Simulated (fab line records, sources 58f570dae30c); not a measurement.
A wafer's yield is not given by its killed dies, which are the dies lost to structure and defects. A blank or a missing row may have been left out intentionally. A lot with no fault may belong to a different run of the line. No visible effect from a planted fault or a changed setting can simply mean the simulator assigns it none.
Tool commonality check	flow berkeley_cmos170	Sample size 14 lots and 42 wafers

## WHAT PROMPTED THE OPENING
On 2 of the 14 lots, a flag is raised at UCB170_M2_CD_MEAS_15 on the reading cd_nm. No-fault wafers: 700.2 nm, standard deviation 1.2.
Rule: a lot gets a flag if all its wafers with a number sit over 4 standard deviations from that mean, or if no wafer of it has a number. The rest of the lots are taken to be sound.

lot	measured	on	cd_nm (nm), wafer by wafer	flag
L360	day 7 22:12	cd_sem-02	701.6 702.6 702.0	
L359	day 7 22:28	cd_sem-02	702.4 700.9 701.4	
L361	day 7 22:47	cd_sem-02	701.5 701.2 701.8	
L362	day 8 00:29	cd_sem-01	700.2 699.5 700.3	
L364	day 8 06:45	cd_sem-01	700.7 700.9 698.8	
L365	day 8 07:33	cd_sem-01	699.5 698.5 700.4	
L366	day 8 20:46	cd_sem-02	700.8 700.8 699.3	
L373	day 10 01:41	cd_sem-02	689.9 688.6 689.5	FLAGGED
L375	day 11 00:33	cd_sem-02	693.1 690.9 690.8	FLAGGED
L381	day 11 14:59	cd_sem-02	698.4 699.3 699.1	
L380	day 11 15:06	cd_sem-02	698.9 698.8 700.4	
L378	day 11 15:23	cd_sem-02	699.8 700.9 701.4	
L377	day 11 15:59	cd_sem-02	701.2 700.1 700.4	
L382	day 11 16:44	cd_sem-02	699.7 699.5 700.4	
The numbers of the flagged lots are 690.5 nm on average: -9.7 nm against the usual, or -8 standard deviations.

## TOOL THAT RAN EACH LOT
The record holds 1 process step before the reading, out of a route of 331 steps. Cell contents, in order: the tool; ch with the chambers the sampled wafers went through; the start.
lot	flag	UCB170_M2_COAT_10
L360		litho_track-02 ch 0, day 7 21:00
L359		litho_track-01 ch 0, day 7 21:00
L361		litho_track-03 ch 0, day 7 21:00
L362		litho_track-01 ch 0, day 7 23:00
L364		litho_track-02 ch 0, day 8 05:00
L365		litho_track-02 ch 0, day 8 06:00
L366		litho_track-01 ch 0, day 8 19:00
L373	FLAGGED	litho_track-01 ch 0, day 10 00:00
L375	FLAGGED	litho_track-01 ch 0, day 10 23:00
L381		litho_track-02 ch 0, day 11 13:00
L380		litho_track-03 ch 0, day 11 13:00
L378		litho_track-02 ch 0, day 11 13:00
L377		litho_track-02 ch 0, day 11 15:00
L382		litho_track-02 ch 0, day 11 15:00
These steps, and what they do:
- UCB170_M2_COAT_10: resist thk 900 nm.
- UCB170_M2_CD_MEAS_15: target cd 700 nm.

## FLAGGED AGAINST TOTAL, ONE TOOL AT A TIME (gauges that did the reading follow at the end)
step	tool	lots run	flagged	share of the flagged lots	sound lots run after its first flagged lot
UCB170_M2_COAT_10	litho_track-01	5	2	all	0
UCB170_M2_COAT_10	litho_track-02	7	0	none	-
UCB170_M2_COAT_10	litho_track-03	2	0	none	-
UCB170_M2_CD_MEAS_15	cd_sem-01	3	0	none	-
UCB170_M2_CD_MEAS_15	cd_sem-02	11	2	all	5 (L381,L380,L378,L377,L382)

## THE TABLE: WHAT IT ALLOWS
litho_track-01 at UCB170_M2_COAT_10 and cd_sem-02 at UCB170_M2_CD_MEAS_15 are the 2 rows of the table that ran each flagged lot.
- litho_track-01 at UCB170_M2_COAT_10 ran 5 lots, 2 of them flagged. It ran its last sound lot, L366, at day 8 19:00 and its first flagged lot, L373, at day 10 00:00: a fault with its onset between the two fits.
- cd_sem-02 at UCB170_M2_CD_MEAS_15 ran 11 lots, 2 of them flagged. After the first flagged lot (L381, L380, L378, L377, L382), sound lots still ran on it; a lasting fault on the whole tool would not permit that.
One tool is left: litho_track-01 at UCB170_M2_COAT_10.

## WHAT THE SIMULATOR PUT IN
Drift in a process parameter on litho_track-01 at UCB170_M2_COAT_10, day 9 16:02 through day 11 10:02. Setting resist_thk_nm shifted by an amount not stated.
Struck lots among those shown: L373, L375. The rule above reached the same finding.
